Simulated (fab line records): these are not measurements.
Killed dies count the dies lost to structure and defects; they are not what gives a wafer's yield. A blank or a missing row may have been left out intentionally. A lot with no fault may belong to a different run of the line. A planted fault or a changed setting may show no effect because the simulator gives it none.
Which tool was responsible? + flow berkeleyCmos170 + Sampling: 14 lots, 42 wafers, 3 of 331 route steps

WHAT THE GAUGES READ, wafer by wafer
UCB170_CONTACT_CD_MEAS_15: target cd 700 nm. Usual: cdNm at 699.8 nm, with a standard deviation of 2.
| lot  | measured     | on       | cdNm (nm)         | flag |
|------|--------------|----------|-------------------|------|
| L738 | day 8 02:58  | cdSem-01 | 697.0 699.4 698.5 |      |
| L737 | day 8 03:15  | cdSem-01 | 702.3 701.6 702.3 |      |
| L739 | day 8 15:31  | cdSem-01 | 702.4 701.5 702.6 |      |
| L742 | day 9 02:08  | cdSem-01 | 699.4 698.6 698.5 |      |
| L741 | day 9 02:22  | cdSem-02 | 697.5 698.6 698.9 |      |
| L745 | day 10 00:25 | cdSem-02 | 703.2 701.4 702.3 |      |
| L746 | day 10 00:40 | cdSem-02 | 703.8 700.7 702.7 |      |
| L744 | day 10 02:32 | cdSem-01 | 703.3 700.3 702.2 |      |
| L748 | day 10 09:24 | cdSem-01 | 701.6 702.6 702.2 |      |
| L747 | day 10 11:08 | cdSem-01 | 699.6 700.9 699.9 |      |
| L751 | day 11 02:23 | cdSem-02 | 699.3 698.5 698.3 |      |
| L753 | day 11 21:50 | cdSem-01 | 697.6 697.2 698.7 |      |
| L758 | day 12 22:25 | cdSem-01 | 699.0 698.5 698.4 |      |
| L760 | day 13 04:42 | cdSem-02 | 699.1 698.5 698.9 |      |

UCB170_CONTACT_CD_MEAS_90: target cd 700 nm. Usual: cdNm at 699.8 nm, with a standard deviation of 1.9.
| lot  | measured     | on       | cdNm (nm)         | flag |
|------|--------------|----------|-------------------|------|
| L738 | day 8 03:23  | cdSem-02 | 697.4 699.6 698.3 |      |
| L737 | day 8 03:40  | cdSem-02 | 703.4 700.7 701.6 |      |
| L739 | day 8 15:56  | cdSem-02 | 701.8 701.0 702.8 |      |
| L742 | day 9 02:33  | cdSem-01 | 700.1 698.2 698.4 |      |
| L741 | day 9 02:47  | cdSem-02 | 697.6 699.2 699.5 |      |
| L745 | day 10 00:50 | cdSem-01 | 701.6 701.1 702.2 |      |
| L746 | day 10 01:05 | cdSem-01 | 703.7 700.3 702.5 |      |
| L744 | day 10 02:58 | cdSem-01 | 702.5 700.3 701.7 |      |
| L748 | day 10 09:49 | cdSem-01 | 701.7 701.8 700.9 |      |
| L747 | day 10 11:33 | cdSem-02 | 699.7 700.5 700.4 |      |
| L751 | day 11 02:49 | cdSem-02 | 700.0 699.3 697.7 |      |
| L753 | day 11 22:16 | cdSem-02 | 698.3 696.7 698.3 |      |
| L758 | day 12 22:50 | cdSem-02 | 698.9 698.9 697.4 |      |
| L760 | day 13 05:07 | cdSem-02 | 699.7 699.1 698.4 |      |

UCB170_M1_THK_MEAS_02: measures by xrf. Usual: for M1_AL_THK the level is 591 nm and the standard deviation is 8.2.
| lot  | measured     | on           | M1_AL_THK (nm) | flag |
|------|--------------|--------------|----------------|------|
| L738 | day 8 03:53  | filmMetro-01 | 587 586 586    |      |
| L737 | day 8 04:09  | filmMetro-02 | 585 583 589    |      |
| L739 | day 8 16:33  | filmMetro-01 | 590 588 593    |      |
| L742 | day 9 03:02  | filmMetro-02 | 598 594 597    |      |
| L741 | day 9 03:16  | filmMetro-01 | 586 581 589    |      |
| L745 | day 10 01:19 | filmMetro-02 | 582 582 585    |      |
| L746 | day 10 01:34 | filmMetro-03 | 601 600 595    |      |
| L744 | day 10 03:26 | filmMetro-02 | 582 574 586    |      |
| L748 | day 10 10:31 | filmMetro-01 | 612 602 611    |      |
| L747 | day 10 12:00 | filmMetro-01 | 590 592 591    |      |
| L751 | day 11 03:17 | filmMetro-03 | 589 586 586    |      |
| L753 | day 11 22:44 | filmMetro-01 | 601 597 599    |      |
| L758 | day 12 23:18 | filmMetro-03 | 599 603 590    |      |
| L760 | day 13 05:34 | filmMetro-02 | 593 577 591    |      |

WHICH TOOL RAN EACH LOT (tool, then ch and the chambers of the sampled wafers, then the start)
No process step before these readings appears in the record.

AS READ BY THE TOOLS THEMSELVES (means over the sampled wafers that have a number; for cases with no such wafer, the mark the record gives instead)
The record holds no such reading with a usual standard deviation.

THE ANSWER, worked out from the rows above alone
Rule: take the mean of a lot's wafers that have a number; if it is more than 3 standard deviations from the usual mean, the lot is off. A lot without any number at a reading at which 4 lots or more have one is off too. All remaining lots with rows at the step are treated as sound. After the gauges, taken in route order, come the tools' own readings; for these a lot's mean is taken, as printed above. The first step at which some lot is off is used, and at that step the reading that is off furthest; a lot without a number counts as furthest.
None of the lots is off at any reading shown; this tells nothing.

WHAT HAD BEEN PUT IN BY THE SIMULATOR
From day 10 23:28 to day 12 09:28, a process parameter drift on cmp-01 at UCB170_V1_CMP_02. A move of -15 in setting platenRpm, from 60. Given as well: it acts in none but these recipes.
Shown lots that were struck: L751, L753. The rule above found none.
